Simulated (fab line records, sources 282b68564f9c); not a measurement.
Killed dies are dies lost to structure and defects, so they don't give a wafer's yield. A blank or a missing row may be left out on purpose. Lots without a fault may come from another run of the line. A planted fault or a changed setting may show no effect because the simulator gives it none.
A struck lot beside a sound one | flow rit_cmos | 19 steps out of a route of 202
Sound: wafers L279.1, L279.5, L279.6. Struck: wafers L275.2, L275.4, L275.5. The cause comes at the end.
At each step with rows: each side's tool, then ch and its chambers, then its first start. Under that, the readings that differ: sound wafers | struck wafers | difference of the means | sigmas: that difference in standard deviations of wafers without a fault.
alike: readings whose means differ by less than 2 such deviations, and words and numbers that are the same on both sides. not compared: withheld readings, readings that some wafer has no value for, bounds like >300 that may hide the same value, and numbers for which the record gives no deviation and whose values overlap.
The two part at a step that has a row with sigmas, a row that says differs or no value, or rows on one side only. Numbers that don't overlap but have no deviation are shown without sigmas and don't part them. A reading that every wafer of one side lacks parts them only if that side has two wafers or more.

first, 6 steps without rows for these wafers: RIT_NWELL_HMDS_00 (prime time 60 s); RIT_NWELL_COAT_01 (resist thk 1300 nm); RIT_NWELL_SOFTBAKE_02 (time 60 s); RIT_NWELL_EXPOSE_03 (exposes mask M2, target cd 43900 nm); RIT_NWELL_PEB_04; RIT_NWELL_DEVELOP_05 (develop time 68 s).
RIT_NWELL_OVL_MEAS_06:
  sound on overlay-01, day 4 09:11; struck on overlay-01, day 3 17:34
  alike: NWELL_OVL
then, 2 steps without rows for these wafers: RIT_NWELL_HARDBAKE_07 (time 120 s); RIT_NWELL_IMPLANT_08.
RIT_NWELL_STRIP_09: strips in O2, time 180 s.
  sound on plasma_asher-02 ch 0,1, day 4 09:40; struck on plasma_asher-01 ch 0,1, day 3 17:59
  alike: drypump_motor_current_A
  not compared: rf_hours_counter_h
RIT_NWELL_TW_MEAS_10:
  sound on film_metro-02, day 4 09:51; struck on film_metro-02, day 3 18:11
  reading  | sound          | struck         | difference | sigmas
  NWELL_TW | 2132 2111 2114 | 2141 2140 2142 | +22        | +2
then, 1 step without rows for these wafers: RIT_PWELL_HMDS_00 (prime time 60 s).
RIT_PWELL_COAT_01: resist thk 1300 nm.
  sound on litho_track-01 ch 0, day 4 10:04; struck on litho_track-03, day 3 18:24
  no value came back on the struck wafers for chill_plate_temp_C (C), dispense_pressure_kPa (kPa); on the sound wafers chill_plate_temp_C (C) reads 22.89 22.81 22.76
then, 4 steps without rows for these wafers: RIT_PWELL_SOFTBAKE_02 (time 60 s); RIT_PWELL_EXPOSE_03 (exposes mask M3, target cd 43700 nm); RIT_PWELL_PEB_04; RIT_PWELL_DEVELOP_05 (develop time 68 s).
RIT_PWELL_OVL_MEAS_06:
  sound on overlay-02, day 4 10:47; struck on overlay-01, day 3 19:14
  reading        | sound          | struck | difference                    | sigmas
  PWELL_OVL (nm) | -0.4 -0.6 -2.4 | - - -  | no value on the struck wafers |
then, 1 step without rows for these wafers: RIT_PWELL_HARDBAKE_07 (time 120 s).

WHERE THEY PART
First at RIT_NWELL_TW_MEAS_10; last, within this record, at RIT_PWELL_OVL_MEAS_06.

WHY: what the simulator had put in
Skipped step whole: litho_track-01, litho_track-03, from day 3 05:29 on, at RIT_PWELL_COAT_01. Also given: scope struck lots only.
